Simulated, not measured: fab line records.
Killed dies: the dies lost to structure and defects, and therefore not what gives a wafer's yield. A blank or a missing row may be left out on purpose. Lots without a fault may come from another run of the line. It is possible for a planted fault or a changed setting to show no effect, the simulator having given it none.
Struck lot and sound lot, side by side || flow rit cmos || 16 steps out of a route of 202
Sound: the wafers L516.3, L516.5, L516.6. The struck wafers were L521.3, L521.4, L521.5. The cause is given at the end.
Each step with rows lists, per side, the tool, then ch with its chambers, then its first start. Under that, the readings that differ: sound wafers || struck wafers || difference of the means || sigmas: that difference in standard deviations of wafers without a fault.
alike: readings whose means differ by less than 2 such deviations, and words and numbers that are the same on both sides. not compared: withheld readings, readings that some wafer has no value for, bounds like >300 that may hide the same value, and numbers for which the record gives no deviation and whose values overlap.
Wherever a step has rows on one side only, a row that says differs or no value, or a row with sigmas, the two part there. Numbers that have no deviation but don't overlap get no sigmas and don't part them. A reading missing from all wafers of one side parts the sides only when that side holds two or more wafers.

RIT_ACTIVE_BOW_MEAS_00:
  sound on film metro-01 at day 2 11:02; struck on film metro-02 at day 3 12:02
  alike: INCOMING_BOW
then, 1 step without rows for these wafers: RIT_ACTIVE_OXIDATION_01 (target thk 46.8 nm, ox time 3360 s).
RIT_ACTIVE_THK_MEAS_02:
  sound on film metro-01 at day 2 14:03; struck on film metro-02 at day 3 14:04
  alike: ACTIVE_OXIDE_THK
then, 1 step without rows for these wafers: RIT_ACTIVE_CVD_03 (deposits Si3N4 from SiH2Cl2/NH3, target thk 150 nm, time 1500 s).
RIT_ACTIVE_THK_MEAS_04:
  sound on film metro-02 at day 2 15:31; struck on film metro-02 at day 3 15:33
  alike: ACTIVE_NITRIDE_THK
then, 3 steps without rows for these wafers: RIT_ACTIVE_HMDS_05 (prime time 60 s); RIT_ACTIVE_COAT_06 (resist thk 1000 nm); RIT_ACTIVE_SOFTBAKE_07 (time 60 s).
RIT_ACTIVE_EXPOSE_08: exposes mask M1, target cd 1400 nm.
  sound on iline stepper-02 ch 0, day 2 16:11; struck on iline stepper-01 ch 0, day 3 16:05
{"reading": "mask", "sound": "M1#0 M1#0 M1#0", "struck": "M1_R1#0 M1_R1#0 M1_R1#0", "difference": "differs", "sigmas": ""}
then, 2 steps without rows for these wafers: RIT_ACTIVE_PEB_09; RIT_ACTIVE_DEVELOP_10 (develop time 50 s).
RIT_ACTIVE_CD_MEAS_11 targets a cd of 1400 nm.
  sound on cd sem-02 at day 2 16:35; struck on cd sem-02 at day 3 16:29
{"reading": "cd nm (nm)", "sound": "1399.1 1398.1 1397.7", "struck": "1552.0 1553.8 1551.8", "difference": "+154.2", "sigmas": "+81"}
then, 1 step without rows for these wafers: RIT_ACTIVE_HARDBAKE_12 (time 60 s).
RIT_ACTIVE_ETCH_13: etches Si3N4 in SF6, stops on SiO2, time 210 s, target depth 210 nm.
  sound on rie diel-03 ch 0,1,3, day 2 16:49; struck on rie diel-02 ch 0,2,3, day 3 16:43
{"reading": "model.ACTIVE.cd nm (nm)", "sound": "1399 1398 1398", "struck": "1552 1554 1552", "difference": "+154", "sigmas": ""}
  alike: drypump motor current A, oes product au, throttle valve pct
  not compared: rf hours counter h
RIT_ACTIVE_STRIP_14: strips in O2, time 180 s.
  sound on plasma asher-01 ch 0,1, day 2 17:00; struck on plasma asher-03 ch 0,1, day 3 16:54
  alike: drypump motor current A
  not compared: rf hours counter h
RIT_M1_PROBE_99:
  sound on prober-01 at day 4 17:20; struck on prober-01 at day 5 13:18
{"reading": "model.etest.pplus sal.width nm (nm)", "sound": "3478 3455 3459", "struck": "3623 3631 3601", "difference": "+154", "sigmas": ""}
{"reading": "model.etest.nplus sal.width nm (nm)", "sound": "3463 3452 3447", "struck": "3615 3611 3622", "difference": "+162", "sigmas": ""}
{"reading": "model.etest.nldd.width nm (nm)", "sound": "3238 3199 3224", "struck": "3319 3297 3304", "difference": "+86", "sigmas": ""}
{"reading": "model.etest.pldd.width nm (nm)", "sound": "3223 3207 3212", "struck": "3331 3317 3300", "difference": "+102", "sigmas": ""}
{"reading": "model.etest.nmos narrow.drive ua um", "sound": "237 229.6 228.8", "struck": "249.5 255.2 248.6", "difference": "+19.3", "sigmas": ""}
{"reading": "model.etest.pmos narrow.drive ua um", "sound": "106.6 103 102.8", "struck": "112.2 114.5 113.5", "difference": "+9.3", "sigmas": ""}
{"reading": "model.etest.field p.vt v (V)", "sound": "-12.8 -12.76 -12.82", "struck": "-13.81 -13.69 -13.67", "difference": -0.93, "sigmas": ""}
  not compared: model.etest.field p metal.vt v

WHERE THEY PART
At RIT_ACTIVE_EXPOSE_08 first; at RIT_ACTIVE_CD_MEAS_11 last (within this record only). Later steps at which nothing parts them and some readings are alike: RIT_ACTIVE_ETCH_13, RIT_ACTIVE_STRIP_14.

WHY: what the simulator had put in
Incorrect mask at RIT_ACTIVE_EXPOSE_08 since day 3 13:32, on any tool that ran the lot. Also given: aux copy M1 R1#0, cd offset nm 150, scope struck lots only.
